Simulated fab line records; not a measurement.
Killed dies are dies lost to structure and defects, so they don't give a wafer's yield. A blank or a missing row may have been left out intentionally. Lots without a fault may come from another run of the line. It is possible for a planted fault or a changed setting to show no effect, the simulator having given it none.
Problem report, 8D (eight disciplines) form, completed by code -- flow rit-cmos -- the parts of the form that need people (team, actions taken, sign-off) are left out

1. WHAT WENT WRONG
Mean of cd-nm at RIT_GATE_CD_MEAS_16: 102.7 nm across 6 wafers in 2 lots; on wafers with no fault it is 148.7 nm (standard deviation 2.9). Relative to the usual mean, that is a shift of -16 standard deviations.
The step: target cd 150 nm.
First seen on wafer L779.1, day 6 01:53, on cd-sem-02. At this step, 42 wafers from 14 lots have a number in the record. Rule for "out", or "out of limits": more than 4 standard deviations from the usual mean. The other wafers with a number count as sound.

2. WHAT IT IS, WHAT IT ISN'T
question,is,is not
which readings at this step,cd-nm,-
which lots,"L779, L780","L763, L764, L765, L766, L768, L769, L771, L772, L773, L775, L776, L781"
which wafers of those lots,all that have a number,-
read on which gauges,cd-sem-02,cd-sem-01
when,from day 6 01:53,up to then (33 sound wafers); but 3 sound wafers of L781 came after

3. WHAT RULES OUT EACH SUSPECT
Counting: a tool at any process step up to the reading remains a suspect when it ran all the lots that are out and ran no sound lot after the first of those.
- the gauge at RIT_GATE_CD_MEAS_16: ruled out. All the wafers that are out were read on cd-sem-02, but those of them that RIT_GATE_EXPOSE_13 has rows for are out there too, on other tools.
- iline-stepper-01 at RIT_GATE_EXPOSE_13 (exposes mask M6, target cd 150 nm): kept. Every lot that is out went through it, starting with L779 (day 6 01:29), and after that it ran no sound lot; the last sound lot it ran before then is L776 (day 5 09:25). Out on those wafers are its own readings of exposure-dose-mJ-cm2.
After counting, what remains is iline-stepper-01 at RIT_GATE_EXPOSE_13.

4. THE CAUSE (what the simulator had put in)
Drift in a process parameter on iline-stepper-01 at RIT_GATE_EXPOSE_13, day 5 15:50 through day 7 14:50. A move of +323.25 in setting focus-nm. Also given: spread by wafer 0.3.
Counting left only this tool.

5. SEQUENCE OF EFFECTS, ordered by route
Each row: a reading where the mean over the struck wafers with a number is more than 3 standard deviations away from the usual. Readings are gone through only where the record gives a usual standard deviation; hours: the median, over the lots, of the time from a lot's start at the first step in this table giving one to that lot's start at this step; sigmas: the change measured in usual standard deviations.
hours,step,reading,usual,on struck wafers,change,sigmas
0,RIT_GATE_EXPOSE_13,exposure-dose-mJ-cm2,380.0,366.9,-13.1,-33
0,RIT_GATE_CD_MEAS_16,cd-nm,148.7 nm,102.7,-46.0,-16
22,RIT_M1_PROBE_99,killed-at-front-end,7,249,+242,+78
22,RIT_M1_PROBE_99,killed-dies,7,249,+242,+78
22,RIT_M1_PROBE_99,killed-on-rim,1.8,69.2,+67.4,+52
Process steps it contains:
- RIT_GATE_EXPOSE_13: exposes mask M6, target cd 150 nm.
- RIT_M1_PROBE_99

6. HOW IT WOULD HAVE BEEN CAUGHT EARLIER
In this record the first reading out of limits at a measuring or inspecting step was taken at day 6 01:53, 10 hours after the fault began at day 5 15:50.
The tool's own readings at RIT_GATE_EXPOSE_13 were out on every struck wafer that the step has a row for (exposure-dose-mJ-cm2): an alarm limit on them would have fired on the first of those.
Lots out: 2; of these, L780 started RIT_GATE_EXPOSE_13 on iline-stepper-01 after day 6 01:53. Putting the tool on hold at that point would have spared it.
